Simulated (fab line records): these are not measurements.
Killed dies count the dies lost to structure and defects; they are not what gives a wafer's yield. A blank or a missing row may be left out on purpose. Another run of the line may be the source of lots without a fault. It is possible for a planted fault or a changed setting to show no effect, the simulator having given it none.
The tool behind it: which one? ; flow ritCmos ; 14 lots, 42 wafers sampled, at 2 steps of a route of 202

== WHAT EACH GAUGE READ, for each wafer ==
The record holds no reading of a measuring or inspecting step that can be judged against a usual standard deviation.

== WHAT TOOL EACH LOT RAN ON (gives the tool, then ch and the chambers of the sampled wafers, and finally the start) ==
lot;RIT_M1_EXPOSE_06;RIT_M1_PROBE_99
L708;ilineStepper-01 ch 0, day 3 05:58;prober-02, day 3 09:05
L710;ilineStepper-01 ch 0, day 3 17:25;prober-02, day 3 20:35
L712;ilineStepper-01 ch 0, day 4 04:43;prober-02, day 4 08:23
L713;ilineStepper-01 ch 0, day 4 07:41;prober-01, day 4 11:32
L715;ilineStepper-01 ch 0, day 4 19:47;prober-01, day 4 22:56
L717;ilineStepper-02 ch 0, day 5 02:28;prober-01, day 5 05:33
L719;ilineStepper-01 ch 0, day 5 15:08;prober-01, day 5 18:58
L720;ilineStepper-02 ch 0, day 5 17:56;prober-02, day 5 22:50
L721;ilineStepper-01 ch 0, day 5 22:53;prober-01, day 6 05:25
L723;ilineStepper-02 ch 0, day 6 11:55;prober-01, day 6 15:58
L724;ilineStepper-02 ch 0, day 6 15:48;prober-02, day 6 21:19
L725;ilineStepper-01 ch 0, day 6 21:25;prober-01, day 7 00:39
L730;ilineStepper-01 ch 0, day 8 02:22;prober-02, day 8 06:52
L731;ilineStepper-01 ch 0, day 8 12:47;prober-01, day 8 15:55
- RIT_M1_EXPOSE_06: exposes mask M12, target cd 2600 nm.
- RIT_M1_PROBE_99

== WHAT THE TOOLS THEMSELVES READ (means of the sampled wafers that have a number; where no wafer has one, the mark that the record gives instead) ==
RIT_M1_EXPOSE_06.
lot;tool;exposureDoseMJCm2;reticleTempC (C)
L708;ilineStepper-01;250.29;23.03
L710;ilineStepper-01;250.14;23.05
L712;ilineStepper-01;249.94;23.10
L713;ilineStepper-01;249.58;22.99
L715;ilineStepper-01;249.65;22.96
L717;ilineStepper-02;249.85;22.99
L719;ilineStepper-01;249.86;22.86
L720;ilineStepper-02;250.17;22.80
L721;ilineStepper-01;249.99;23.02
L723;ilineStepper-02;249.70;22.90
L724;ilineStepper-02;249.98;22.79
L725;ilineStepper-01;250.11;23.13
L730;ilineStepper-01;252.20;22.98
L731;ilineStepper-01;251.20;22.85

RIT_M1_PROBE_99.
lot;tool;killedAtContacts;killedAtFrontEnd;killedDies;killedOpen;killedShort
L708;prober-02;0.0;4.3;4.3;1.7;2.7
L710;prober-02;0.0;7.3;7.3;3.7;3.7
L712;prober-02;0.0;6.0;6.0;2.3;3.7
L713;prober-01;0.3;3.7;4.0;1.7;2.3
L715;prober-01;0.0;5.0;5.0;2.7;2.3
L717;prober-01;0.0;4.3;4.3;2.3;2.0
L719;prober-01;0.0;6.0;6.0;3.0;3.0
L720;prober-02;0.3;10.7;11.0;6.0;5.0
L721;prober-01;0.0;6.0;6.0;2.3;3.7
L723;prober-01;0.0;5.0;5.0;2.3;2.7
L724;prober-02;0.0;4.7;4.7;2.0;2.7
L725;prober-01;0.3;8.3;8.7;5.0;3.7
L730;prober-02;0.0;8.7;8.7;5.0;3.7
L731;prober-01;0.0;7.3;7.3;3.7;3.7

== THE ANSWER, worked out from the rows above alone ==
Rule: the lots themselves supply what counts as usual. Put in order of their means at a reading, lots are off if they are a third of the lots or fewer, leave a main group of 4 or more, and stand apart from it by a gap of 3 or more times the standard deviation of the main group's means; of several such gaps the widest counts. Not used: any main group whose means are identical at the precision the tables above print for the reading. Also off: a lot with no number at a reading for which 4 or more lots have one. Any other lot the step has rows for is counted as sound. The gauges are gone through in route order, then the tools' own readings, and for those a lot's mean is taken as printed above. At the first step where some lot is off, the reading lying furthest off is the one used; lots without a number count as furthest.
Off: L730, L731, at RIT_M1_EXPOSE_06 (exposureDoseMJCm2). For the main group the mean is 249.94 and the standard deviation 0.21.
If a tool, at that step or one of the process steps before it, ran each lot that is off and ran no sound lot following the first of them, it fits. One fits: ilineStepper-01 at RIT_M1_EXPOSE_06. A fault onset in the window from L725 (day 6 21:25, its last sound lot) to L730 (day 8 02:22, its first lot off) fits.
The tool's own readings at RIT_M1_EXPOSE_06 bear it out: on the lots that are off they differ by more than 5 times the standard deviation of the sound lots' means. exposureDoseMJCm2 reads 251.70 there against 249.94 on the sound lots.

== WHAT THE SIMULATOR PUT IN ==
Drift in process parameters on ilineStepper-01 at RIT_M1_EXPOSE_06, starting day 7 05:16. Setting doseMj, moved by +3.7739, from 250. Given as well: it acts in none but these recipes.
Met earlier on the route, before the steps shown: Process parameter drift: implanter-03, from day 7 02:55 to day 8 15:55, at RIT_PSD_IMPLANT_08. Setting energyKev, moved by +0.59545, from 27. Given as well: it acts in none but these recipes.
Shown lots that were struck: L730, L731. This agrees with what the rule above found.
